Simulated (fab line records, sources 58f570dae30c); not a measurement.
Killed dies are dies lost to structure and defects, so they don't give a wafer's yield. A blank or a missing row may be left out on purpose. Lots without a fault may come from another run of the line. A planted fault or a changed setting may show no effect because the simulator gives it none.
Chamber matching | flow berkeley_cmos170 | UCB170_M1_ETCH_11 on rie_diel-04: 4 sister chambers
The step etches BARC in N2/H2. 14 wafers are shown with their chamber, then 7 later ones without.

WAFERS WITH THEIR CHAMBER
wafer  | chamber | throttle_valve_pct (%) | drypump_motor_current_A (A) | oes_product_au (a.u.)
L703.3 | 2       | 13.02                  | 5.9                         | 0.973
L703.4 | 3       | 13.24                  | 6.0                         | 0.965
L703.6 | 2       | 13.03                  | 5.9                         | 0.981
L705.2 | 2       | 13.03                  | 5.9                         | 0.981
L705.5 | 1       | 13.49                  | 5.0                         | 1.001
L705.6 | 2       | 13.01                  | 5.9                         | 0.989
L710.2 | 1       | 13.50                  | 5.1                         | 1.006
L710.3 | 0       | 13.43                  | 5.4                         | 1.001
L710.5 | 2       | 13.04                  | 5.9                         | 0.988
L709.2 | 1       | 13.50                  | 5.0                         | 0.998
L709.4 | 2       | 13.04                  | 6.0                         | 0.984
L709.6 | 3       | 13.26                  | 6.0                         | 0.977
L714.3 | 3       | 13.26                  | 6.0                         | 0.964
L714.5 | 2       | 13.03                  | 5.9                         | 0.988

SIGNATURES (means of the wafers above)
reading                 | chamber 0 | chamber 1 | chamber 2 | chamber 3 | scatter within a chamber
throttle_valve_pct      | 13.4300   | 13.4967   | 13.0286   | 13.2533   | 0.0101
drypump_motor_current_A | 5.400     | 5.033     | 5.914     | 6.000     | 0.039
oes_product_au          | 1.00100   | 1.00167   | 0.98343   | 0.96867   | 0.00575
Rule: a wafer's distance from a chamber is the root of the sum, over the readings, of the square of ((its reading less the chamber's mean) divided by the reading's scatter). The wafer belongs to the nearest chamber; if the next one is less than 2 further off, it can't be placed. The scatter: the root of (the sum of the squares of (reading less its chamber's mean) over the shown wafers, divided by (wafers less chambers)).

WAFERS WITHOUT THEIR CHAMBER
wafer  | throttle_valve_pct (%) | drypump_motor_current_A (A) | oes_product_au (a.u.)
L714.6 | 13.50                  | 5.1                         | 0.997
L720.3 | 13.43                  | 5.4                         | 1.001
L720.4 | 13.51                  | 5.1                         | 1.006
L720.6 | 13.03                  | 6.0                         | 0.994
L723.1 | 13.24                  | 6.1                         | 0.985
L723.2 | 13.50                  | 5.0                         | 0.984
L723.6 | 13.23                  | 6.1                         | 0.982

WHICH CHAMBER EACH WENT THROUGH
wafer  | from the rows above | in truth
L714.6 | 1                   | 1
L720.3 | 0                   | 0
L720.4 | 1                   | 1
L720.6 | 2                   | 2
L723.1 | 3                   | 3
L723.2 | 1                   | 1
L723.6 | 3                   | 3
Placed correctly: 7 of 7. Can't be placed from these rows: 0. Placed wrongly: 0.
